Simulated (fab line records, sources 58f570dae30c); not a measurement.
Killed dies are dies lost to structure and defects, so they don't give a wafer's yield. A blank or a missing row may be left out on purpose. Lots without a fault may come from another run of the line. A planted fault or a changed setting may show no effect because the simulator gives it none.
Split-lot experiment | flow berkeley_cmos170 | 5 lots, 27 wafers read, on a route of 331 steps

THE SPLIT
At UCB170_SILICIDE_SPUTTER_01 (material Ti, target thk 30 nm, time 25 s), the setting time_s was moved away from the recipe's 25 s on 9 of the 27 wafers read, by -53.4% to -23.4%. The other wafers ran this setting at the recipe's value.

FROM THE SPLIT TO THE READING: what the file shows between them, 1 step
- UCB170_SILICIDE_RS_MEAS_02: measures by four-point-probe

THE READING
SILICIDE_TI_THK, in nm, at UCB170_SILICIDE_THK_MEAS_03 (measures by xrf). Fault-free wafers of this fab line usually give 30.1 nm, standard deviation 0.39 nm.

wafer  | tool, chamber at the split | time_s as run, s | against the recipe | SILICIDE_TI_THK, nm | against lot-mates on the recipe
L074.1 | pvd_sputter-03, -          | 25               | recipe             | 30.7                | -
L074.2 | pvd_sputter-03, -          | 19.16            | -23.4%             | 23.2                | -7.3
L074.3 | pvd_sputter-03, -          | 19.16            | -23.4%             | 23.8                | -6.7
L074.4 | pvd_sputter-03, -          | 25               | recipe             | 30.4                | -
L074.5 | pvd_sputter-03, -          | 19.16            | -23.4%             | 23.3                | -7.2
L074.6 | pvd_sputter-03, -          | 25               | recipe             | 30.3                | -
L075.1 | pvd_sputter-01, -          | 25               | recipe             | 29.5                | -
L075.2 | pvd_sputter-01, -          | 25               | recipe             | 29.6                | -
L075.3 | pvd_sputter-01, -          | 25               | recipe             | 29.4                | -
L075.4 | pvd_sputter-01, -          | 13.13            | -47.5%             | 14.9                | -14.6
L075.5 | pvd_sputter-01, -          | 13.13            | -47.5%             | 15.2                | -14.3
L075.6 | pvd_sputter-01, -          | 13.13            | -47.5%             | 14.7                | -14.8
L076.1 | pvd_sputter-01, -          | 25               | recipe             | 29.8                | -
L076.2 | pvd_sputter-01, -          | 25               | recipe             | 30.0                | -
L076.3 | pvd_sputter-01, -          | 11.66            | -53.4%             | 13.6                | -16.2
L076.4 | pvd_sputter-01, -          | 11.66            | -53.4%             | 14.1                | -15.7
L076.5 | pvd_sputter-01, -          | 25               | recipe             | 29.5                | -
L076.6 | pvd_sputter-01, -          | 11.66            | -53.4%             | 14.0                | -15.8
L084.1 | pvd_sputter-03, -          | 25               | recipe             | 30.7                | -
L084.4 | pvd_sputter-03, -          | 25               | recipe             | 30.0                | -
L084.5 | pvd_sputter-03, -          | 25               | recipe             | 30.2                | -
L083.1 | pvd_sputter-03, -          | 25               | recipe             | 30.3                | -
L083.2 | pvd_sputter-03, -          | 25               | recipe             | 30.4                | -
L083.3 | pvd_sputter-03, -          | 25               | recipe             | 29.9                | -
L083.4 | pvd_sputter-03, -          | 25               | recipe             | 30.8                | -
L083.5 | pvd_sputter-03, -          | 25               | recipe             | 30.4                | -
L083.6 | pvd_sputter-03, -          | 25               | recipe             | 30.0                | -

THE FIT
A straight line over all 27 wafers: SILICIDE_TI_THK changes by +0.309 nm for each +1% of time_s; r = +1.00; the points scatter about the line by 0.47 nm.
The same after taking each lot's own level away (the mean of its wafers on the recipe; 27 wafers): +0.301 nm for each +1%; r = +1.00; scatter 0.27 nm.
On that fit, the largest move of time_s shifts the reading by 16 nm.
The lots' own levels span 29.50 to 30.47 nm, that is 2.5 times the standard deviation above.
So the lot-to-lot level changes the slope little: the two slopes agree.
Check: with one of the wafers moved furthest among these (-53.4%) left out of the fit, the line predicts -16.1 nm for it against its lot-mates. It came out at -16.2 nm against them.

OTHER SPLITS ON THESE WAFERS
These wafers also went through other splits before the reading. Each is held against what the fit with the lots' levels taken away leaves over:
other split on the same wafers           | wafers away from the commonest value | r with SILICIDE_TI_THK (lot level and that fit taken away)
UCB170_ZERO_ETCH_06 target_depth_a       | 9                                    | -0.31
UCB170_ACTIVE_OXIDATION_02 ox_time_s     | 12                                   | +0.18
UCB170_SCREENOX_OXIDATION_01 ox_time_s   | 12                                   | -0.02
UCB170_SPACER_ETCHBACK_03 target_depth_a | 12                                   | -0.11

THE WHOLE CHAIN: every reading that the file lists as answering this split, in the file's order
step                        | what it does                             | reading                                                                           | change (the file's fit)               | r (the file's)
UCB170_SILICIDE_SPUTTER_01  | material Ti, target thk 30 nm, time 25 s | Ti_of_SILICIDE_SPUTTER_01.thk_nm (the simulator's own value, which no gauge read) | +0.299 nm for each +1% of the setting | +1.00
UCB170_SILICIDE_RS_MEAS_02  | measures by four-point-probe             | SILICIDE_TI_RS                                                                    | -0.705 for each +1% of the setting    | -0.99
UCB170_SILICIDE_THK_MEAS_03 | measures by xrf                          | SILICIDE_TI_THK                                                                   | +0.301 for each +1% of the setting    | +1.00

THE FILE'S OWN FIT
SILICIDE_TI_THK changes by +0.301 nm for each +1% of time_s, r = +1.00.
